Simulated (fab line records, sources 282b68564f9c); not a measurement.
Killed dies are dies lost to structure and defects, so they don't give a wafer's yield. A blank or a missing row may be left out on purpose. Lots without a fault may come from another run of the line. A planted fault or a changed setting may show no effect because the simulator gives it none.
fab line records | flow rit_cmos
record lots=14 wafers=42 last_day=7
route steps=202 shown CONTACT@172 M1@202
lots that met no fault: from a run of the same line without faults
start_h: hours from the record's first day to the start of the lot's first wafer shown | wait_h: hours since the lot's step before | " the same as in the row above | L1.1+2: a row that stands for several wafers | - no value, or no start given | * or withheld: withheld | < > ~ a bound
route shown NAME@n: a module of which the file shows steps, and the number in the route of the first | usual: mean/standard deviation of fault-free wafers | same: alike in all rows | chamber/n: place in a boat | sites: the reading at each site | _std_site: their standard deviation | _edge_site: outer sites' mean less inner sites' | radius_mm: how far each site lies from the wafer's centre | mask NAME#n: copy n | behind: the tool/chamber that last shaped the wafer | hold: why the lot was held/for how many hours/how that ended | device: the transistor (n, p or np) that didn't switch | end of line: the same wafers' tests at the end of the route | a step without rows: its recipe alone | killed: dies lost to structure and defects at the first sort, not the wafer's yield | map: a wafer's dies, x killed, . not, _ none there
set.NAME: the setting as run; set.NAME@STEP: as run at that earlier step | model.NAME: the simulator's own value behind a step, which no gauge read
steps of the route over a sample of lots; a table a step, a row a wafer
## steps
# step RIT_CONTACT_SOFTBAKE_04
# recipe resist=NOVOLAK temp_c=90 time_s=60
# usual heater_power_total_W=34.57/0.048 plate_temp_C=90.01/0.12
# columns lot.wafer tool chamber start_h wait_h heater_power_total_W plate_temp_C
L556.2 litho_track-01 0 52.28 0.1 34.56 90.15
L556.3 " 0 " " 34.62 89.92
L556.6 " 0 " " 34.60 89.90
L557.3 litho_track-04 0 57.37 0.1 34.62 90.02
L557.5 " 0 " " 34.53 89.99
L557.6 " 0 " " 34.56 89.92
L558.2 litho_track-02 0 63.91 0.1 34.55 90.12
L558.3 " 0 " " 34.55 89.99
L558.5 " 0 " " 34.59 90.23
L560.1 litho_track-01 0 72.48 0.1 34.51 90.13
L560.2 " 0 " " 34.59 89.88
L560.5 " 0 " " 34.55 90.08
L561.1 litho_track-01 0 76.44 0.1 34.52 90.24
L561.5 " 0 " " 34.55 90.03
L561.6 " 0 " " 34.55 90.18
L563.4 litho_track-01 0 87.10 0.1 34.58 90.26
L563.5 " 0 " " 34.58 90.14
L563.6 " 0 " " 34.53 89.97
L564.2 litho_track-04 0 91.73 0.1 34.61 90.07
L564.5 " 0 " " 34.56 90.05
L564.6 " 0 " " 34.58 90.08
L565.1 litho_track-02 0 97.14 0.1 34.62 89.96
L565.2 " 0 " " 34.59 89.97
L565.4 " 0 " " 34.63 89.90
L566.1 litho_track-02 0 100.96 0.1 34.63 90.17
L566.3 " 0 " " 34.48 90.14
L566.6 " 0 " " 34.58 90.21
L568.1 litho_track-04 0 110.17 0.1 34.59 89.68
L568.2 " 0 " " 34.52 90.02
L568.5 " 0 " " 34.65 89.85
L570.1 litho_track-01 0 121.03 0.1 34.58 90.07
L570.5 " 0 " " 34.59 89.96
L570.6 " 0 " " 34.54 89.97
L571.2 litho_track-01 0 125.36 0.1 34.48 90.00
L571.3 " 0 " " 34.48 90.16
L571.5 " 0 " " 34.47 90.13
L572.3 litho_track-04 0 130.63 0.1 33.13 87.10
L572.5 " 0 " " 33.28 87.46
L572.6 " 0 " " 33.21 87.29
L578.1 litho_track-04 0 160.52 0.1 33.20 87.59
L578.3 " 0 " " 33.25 87.64
L578.6 " 0 " " 33.26 87.55
# step RIT_M1_PROBE_99
# usual killed_at_M0_to_M3=0.0/0.12 killed_at_contacts=0.1/0.23 killed_at_front_end=7/3.1 killed_dies=7/3.1 killed_open=3.4/2.1 killed_short=3.5/2
# same gross_dies=264 killed_at_M4_up=0 killed_at_back_side=0 killed_at_other=0
# columns lot.wafer tool chamber start_h wait_h killed_at_M0_to_M3 killed_at_contacts killed_at_front_end killed_dies killed_open killed_short
L556.2 prober-02 - 58.72 0.1 0 0 8 8 6 2
L556.3 prober-02 - 58.77 0.2 0 0 9 9 6 3
L556.6 prober-02 - 58.92 0.2 0 0 9 9 4 5
L568.1 prober-02 - 116.26 0.1 0 0 6 6 4 2
L568.2 prober-02 - 116.31 0.1 0 0 4 4 1 3
L568.5 prober-02 - 116.46 0.2 0 0 5 5 4 1
# killed by level:class
L556.2 GATE:geometric_particle:open=5 ACTIVE:geometric_particle:open=1 FOX1:geometric_particle:short=1 GATE:geometric_particle:short=1
L556.3 GATE:geometric_particle:short=2 SILICIDE:geometric_particle:open=2 FOX1:geometric_particle:open=1 FOX1:geometric_particle:short=1 GATE:geometric_particle:open=1 REOX:geometric_particle:open=1 SPACER:geometric_particle:open=1
L556.6 GATE:geometric_particle:open=3 GATE:geometric_particle:short=2 FOX2:geometric_particle:open=1 FOX2:geometric_particle:short=1 SPACER:geometric_particle:short=1 SILICIDE:geometric_particle:short=1
L568.1 GATE:geometric_particle:open=3 FOX1:geometric_particle:short=1 FOX2:geometric_particle:open=1 GATE:geometric_particle:short=1
L568.2 FOX1:geometric_particle:short=2 GATE:geometric_particle:short=1 SPACER:geometric_particle:open=1
L568.5 SPACER:geometric_particle:open=2 FOX1:geometric_particle:open=1 GATE:geometric_particle:open=1 REOX:geometric_particle:short=1
## key
first_sign step=RIT_CONTACT_SOFTBAKE_04 reading=heater_power_total_W direction=down sigmas=28 usual=34.57 struck=33.22
effect step=RIT_CONTACT_SOFTBAKE_04 reading=plate_temp_C direction=down sigmas=21 usual=* struck=*
met_at RIT_CONTACT_SOFTBAKE_04
struck_lots L572,L578
tester_left_out L572,L578
onset_between 110.17 130.63
fault kind=process_parameter_drift tool=litho_track-04 chamber=- onset_h=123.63 steps=RIT_CONTACT_SOFTBAKE_04 channel=temp_c offset=* shape=step end_h=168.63 acts_in=* stated=*
# tester_left_out: of these lots the tester's yield and bins aren't shown, on N5 and GAA mostly nor the transistor test; their killed dies are dies lost to structure and defects alone, not to doping, threshold or leakage, so they don't give the yield
